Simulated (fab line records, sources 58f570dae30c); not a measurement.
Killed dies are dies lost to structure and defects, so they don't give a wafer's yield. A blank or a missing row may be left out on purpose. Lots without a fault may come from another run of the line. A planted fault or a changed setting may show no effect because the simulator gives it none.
Which tool did it? | flow berkeley_cmos170 | 7 lots, 21 wafers sampled, at 1 step of a route of 331

WHAT THE GAUGES READ, wafer by wafer
UCB170_PWELL_THK_MEAS_03.
lot  | measured    | on            | PWELL_OXIDE_THK (nm)
L892 | day 3 06:10 | film_metro-03 | 25.5 25.6 25.2
L894 | day 3 15:28 | film_metro-03 | 26.5 26.2 26.6
L902 | day 5 11:28 | film_metro-04 | 26.4 26.5 26.6
L907 | day 6 09:53 | film_metro-03 | 26.7 26.6 26.8
L909 | day 6 15:19 | film_metro-03 | 27.3 27.4 27.4
L912 | day 7 00:37 | film_metro-04 | 26.2 26.1 26.4
L913 | day 7 10:00 | film_metro-04 | 27.0 27.1 27.1

WHICH TOOL RAN EACH LOT (tool, then ch and the chambers of the sampled wafers, then the start)
The record holds no process step before these readings.

THE ANSWER, worked out from the rows above alone
Rule: what is usual is taken from the lots themselves. Put in order of their means at a reading, lots are off if they are a third of the lots or fewer, leave a main group of 4 or more, and stand apart from it by a gap of 3 or more times the standard deviation of the main group's means; of several such gaps the widest counts. A main group whose means are all the same, to the digits that the tables above print for the reading, isn't used. A lot without any number at a reading at which 4 lots or more have one is off too. The other lots that the step has rows for count as sound.
No lot is off at any reading shown: from this, nothing can be told.

WHAT THE SIMULATOR HAD PUT IN
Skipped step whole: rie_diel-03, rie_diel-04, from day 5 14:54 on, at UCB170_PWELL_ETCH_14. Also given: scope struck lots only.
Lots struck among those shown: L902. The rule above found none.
